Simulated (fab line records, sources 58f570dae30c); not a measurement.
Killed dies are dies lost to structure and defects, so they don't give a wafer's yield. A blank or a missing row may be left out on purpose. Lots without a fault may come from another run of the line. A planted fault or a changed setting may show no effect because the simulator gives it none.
Which tool did it? | flow berkeley_cmos170 | 15 lots, 45 wafers sampled, at 2 steps of a route of 331

WHAT THE GAUGES READ, wafer by wafer
The record holds no reading of a measuring or inspecting step that can be judged against a usual standard deviation.

WHICH TOOL RAN EACH LOT (tool, then ch and the chambers of the sampled wafers, then the start)
lot  | UCB170_NWELL_ETCH_13              | UCB170_NWELL_STRIP_15
L371 | rie_diel-01 ch 0,2,3, day 2 14:03 | plasma_asher-02 ch 0,1, day 2 14:20
L373 | rie_diel-01 ch 0,1,3, day 3 05:03 | plasma_asher-03 ch 0,1, day 3 05:18
L376 | rie_diel-01 ch 1,2, day 3 10:08   | plasma_asher-02 ch 0,1, day 3 10:23
L378 | rie_diel-01 ch 2,3, day 3 23:53   | plasma_asher-02 ch 0,1, day 4 00:08
L379 | rie_diel-02 ch 1,2,3, day 4 06:30 | plasma_asher-04 ch 0,1, day 4 06:45
L380 | rie_diel-03 ch 1,2,3, day 4 13:15 | plasma_asher-03 ch 0,1, day 4 13:30
L381 | rie_diel-01 ch 0,1,2, day 4 13:29 | plasma_asher-04 ch 0,1, day 4 13:47
L382 | rie_diel-01 ch 0,1,2, day 4 20:44 | plasma_asher-03 ch 0,1, day 4 20:59
L387 | rie_diel-03 ch 1,2, day 5 22:47   | plasma_asher-02 ch 0,1, day 5 23:02
L388 | rie_diel-02 ch 0,1,2, day 5 22:57 | plasma_asher-04 ch 0,1, day 5 23:12
L389 | rie_diel-03 ch 0,2,3, day 6 11:50 | plasma_asher-03 ch 0,1, day 6 12:05
L391 | rie_diel-02 ch 0,2, day 6 19:32   | plasma_asher-03 ch 0,1, day 6 19:47
L392 | rie_diel-01 ch 0,1, day 7 09:50   | plasma_asher-04 ch 0,1, day 7 10:08
L393 | rie_diel-02 ch 0,1,2, day 7 10:07 | plasma_asher-03 ch 0,1, day 7 10:23
L394 | rie_diel-03 ch 1,3, day 7 21:17   | plasma_asher-04 ch 0,1, day 7 21:32
- UCB170_NWELL_ETCH_13: etches Si3N4 in CH3F/Ar/O2, stops on SiO2, target depth 246.4 nm, time 154 s.
- UCB170_NWELL_STRIP_15: strips in O2.

WHAT THE TOOLS THEMSELVES READ (means of the sampled wafers that have a number; where no wafer has one, the mark that the record gives instead)
UCB170_NWELL_ETCH_13. Usual: drypump_motor_current_A 5.7 A, standard deviation 0.49; oes_product_au 0.947 a.u., standard deviation 0.011; rf_fwd_power_W 447.9 W, standard deviation 1.6; throttle_valve_pct 8.06 %, standard deviation 0.1.
lot  | tool        | drypump_motor_current_A (A) | oes_product_au (a.u.) | rf_fwd_power_W (W) | throttle_valve_pct (%) | flag
L371 | rie_diel-01 | 5.5                         | 0.940                 | 446.4              | 8.10                   |
L373 | rie_diel-01 | 5.3                         | 0.943                 | 448.7              | 7.98                   |
L376 | rie_diel-01 | 5.8                         | 0.950                 | 449.0              | 8.12                   |
L378 | rie_diel-01 | 5.1                         | 0.948                 | 520.2              | 8.14                   | OFF
L379 | rie_diel-02 | 5.4                         | 0.948                 | 449.4              | 8.09                   |
L380 | rie_diel-03 | 6.1                         | 0.957                 | 449.4              | 8.02                   |
L381 | rie_diel-01 | 5.7                         | 0.944                 | 520.0              | 8.04                   | OFF
L382 | rie_diel-01 | 5.7                         | 0.951                 | 519.5              | 8.04                   | OFF
L387 | rie_diel-03 | 6.4                         | 0.961                 | 446.8              | 8.07                   |
L388 | rie_diel-02 | 5.6                         | 0.950                 | 447.4              | 8.12                   |
L389 | rie_diel-03 | 5.9                         | 0.951                 | 447.7              | 8.01                   |
L391 | rie_diel-02 | 5.8                         | 0.936                 | 450.5              | 8.11                   |
L392 | rie_diel-01 | 5.6                         | 0.951                 | 448.3              | 7.93                   |
L393 | rie_diel-02 | 5.6                         | 0.950                 | 447.5              | 8.13                   |
L394 | rie_diel-03 | 5.9                         | 0.956                 | 446.9              | 7.99                   |

UCB170_NWELL_STRIP_15. Usual: drypump_motor_current_A 5.8 A, standard deviation 0.33; oes_product_au 0.721 a.u., standard deviation 0.0043; strip_time_to_endpoint_s 18.06 s, standard deviation 0.08.
lot  | tool            | drypump_motor_current_A (A) | oes_product_au (a.u.) | strip_time_to_endpoint_s (s) | flag
L371 | plasma_asher-02 | 5.6                         | 0.717                 | 18.02                        |
L373 | plasma_asher-03 | 5.6                         | 0.720                 | 18.11                        |
L376 | plasma_asher-02 | 5.5                         | 0.717                 | 17.99                        |
L378 | plasma_asher-02 | 5.5                         | 0.720                 | 17.71                        | OFF
L379 | plasma_asher-04 | 6.2                         | 0.720                 | 18.00                        |
L380 | plasma_asher-03 | 5.6                         | 0.720                 | 18.15                        |
L381 | plasma_asher-04 | 6.0                         | 0.719                 | 17.76                        | OFF
L382 | plasma_asher-03 | 5.7                         | 0.718                 | 17.73                        | OFF
L387 | plasma_asher-02 | 5.6                         | 0.721                 | 18.05                        |
L388 | plasma_asher-04 | 6.2                         | 0.721                 | 18.13                        |
L389 | plasma_asher-03 | 5.7                         | 0.723                 | 18.05                        |
L391 | plasma_asher-03 | 5.7                         | 0.723                 | 18.02                        |
L392 | plasma_asher-04 | 6.2                         | 0.720                 | 18.09                        |
L393 | plasma_asher-03 | 5.7                         | 0.718                 | 18.04                        |
L394 | plasma_asher-04 | 6.1                         | 0.720                 | 18.18                        |

THE ANSWER, worked out from the rows above alone
Rule: a lot is off if the mean of its wafers that have a number lies more than 3 standard deviations from the usual mean. A lot without any number at a reading at which 4 lots or more have one is off too. The other lots that the step has rows for count as sound. The gauges are gone through in route order, then the tools' own readings, and for those a lot's mean is taken as printed above. The first step at which some lot is off is used, and at that step the reading that is off furthest; a lot without a number counts as furthest.
Off: L378, L381, L382, at UCB170_NWELL_ETCH_13 (rf_fwd_power_W).
A tool fits if, at that step or a process step before it, it ran every lot that is off, and no sound lot after the first of them. None of those tried fits.

WHAT THE SIMULATOR HAD PUT IN
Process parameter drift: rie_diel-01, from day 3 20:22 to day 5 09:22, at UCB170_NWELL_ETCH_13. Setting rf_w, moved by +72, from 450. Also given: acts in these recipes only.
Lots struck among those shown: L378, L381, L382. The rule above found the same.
